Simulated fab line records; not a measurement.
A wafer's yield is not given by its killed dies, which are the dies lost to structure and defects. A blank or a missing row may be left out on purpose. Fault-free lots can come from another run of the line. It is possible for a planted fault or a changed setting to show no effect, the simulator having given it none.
Split-lot experiment | flow berkeley cmos170 | 5 lots, 23 wafers read, on a route of 331 steps

== SPLIT DETAILS ==
At UCB170_M2_METAL_ETCH_18 (etches Al in Cl2/BCl3, stops on SiO2, target depth 1170 nm, time 195 s), the setting time s was moved away from the recipe's 195 s on 11 of the 23 wafers read, by +6.3% to +14.9%. This setting was run at the recipe's value on the other wafers.

Split to reading: the file shows no intervening step.

== THE READING ==
oes product au, in a.u., at UCB170_M2_STRIP_19 (strips in O2). On this fab line, fault-free wafers typically give 0.568 a.u. with a standard deviation of 0.01 a.u.

wafer  | tool, chamber at the split | time s as run, s | against the recipe | oes product au, a.u. | against lot-mates on the recipe
L076.1 | rie metal-04, 0            | 195              | recipe             | 0.568                | -
L076.2 | rie metal-04, 1            | 195              | recipe             | 0.575                | -
L076.3 | rie metal-04, 1            | 213.8            | +9.6%              | 0.505                | -0.066
L076.4 | rie metal-04, 0            | 213.8            | +9.6%              | 0.506                | -0.065
L076.6 | rie metal-04, 0            | 213.8            | +9.6%              | 0.497                | -0.074
L082.2 | rie metal-01, 1            | 195              | recipe             | 0.551                | -
L082.3 | rie metal-01, 1            | 195              | recipe             | 0.559                | -
L082.4 | rie metal-01, 0            | 209.6            | +7.5%              | 0.519                | -0.037
L082.5 | rie metal-01, 0            | 209.6            | +7.5%              | 0.523                | -0.033
L082.6 | rie metal-01, 1            | 195              | recipe             | 0.558                | -
L079.2 | rie metal-02, 0            | 195              | recipe             | 0.550                | -
L079.3 | rie metal-02, 1            | 207.2            | +6.3%              | 0.524                | -0.029
L079.4 | rie metal-02, 0            | 207.2            | +6.3%              | 0.520                | -0.033
L079.5 | rie metal-02, 1            | 207.2            | +6.3%              | 0.518                | -0.035
L079.6 | rie metal-02, 0            | 195              | recipe             | 0.556                | -
L080.2 | rie metal-01, 1            | 195              | recipe             | 0.570                | -
L080.3 | rie metal-01, 0            | 195              | recipe             | 0.588                | -
L080.4 | rie metal-01, 1            | 195              | recipe             | 0.565                | -
L085.1 | rie metal-01, 0            | 224              | +14.9%             | 0.480                | -0.097
L085.2 | rie metal-01, 1            | 195              | recipe             | 0.572                | -
L085.4 | rie metal-01, 0            | 224              | +14.9%             | 0.480                | -0.097
L085.5 | rie metal-01, 1            | 224              | +14.9%             | 0.472                | -0.105
L085.6 | rie metal-01, 0            | 195              | recipe             | 0.581                | -

FIT RESULTS
A straight line over all 23 wafers: oes product au changes by -0.00616 a.u. for each +1% of time s; r = -0.97; the points scatter about the line by 0.0094 a.u.
The same after taking each lot's own level away (the mean of its wafers on the recipe; 23 wafers): -0.00658 a.u. for each +1%; r = -0.98; scatter 0.0076 a.u.
On that fit, the largest move of time s shifts the reading by 0.098 a.u.
Across the lots, their own levels run from 0.5530 to 0.5765 a.u., a range of 2.3 times the standard deviation given above.
So the lot-to-lot level changes the slope little: the two slopes agree.
Check: for one of the wafers moved furthest among these (+14.9%), held out of the fit, the line's prediction against its lot-mates is -0.0963 a.u. Against them it came out at -0.0965 a.u.
Tool readings at the split's step, against how far the setting was moved: oes product au r = -0.09.

== THE WHOLE CHAIN: every reading that the file lists as answering this split, in the file's order ==
step                    | what it does                                                           | reading                                                                   | change (the file's fit)                   | r (the file's)
UCB170_M2_METAL_ETCH_18 | etches Al in Cl2/BCl3, stops on SiO2, target depth 1170 nm, time 195 s | KrF_of_M2_COAT_10.thk nm (the simulator's own value, which no gauge read) | -6.27 nm for each +1% of the setting      | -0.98
UCB170_M2_STRIP_19      | strips in O2                                                           | oes product au                                                            | -0.00637 a.u. for each +1% of the setting | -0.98

== FILE'S OWN FIT ==
oes product au changes by -0.00637 a.u. for each +1% of time s, r = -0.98.
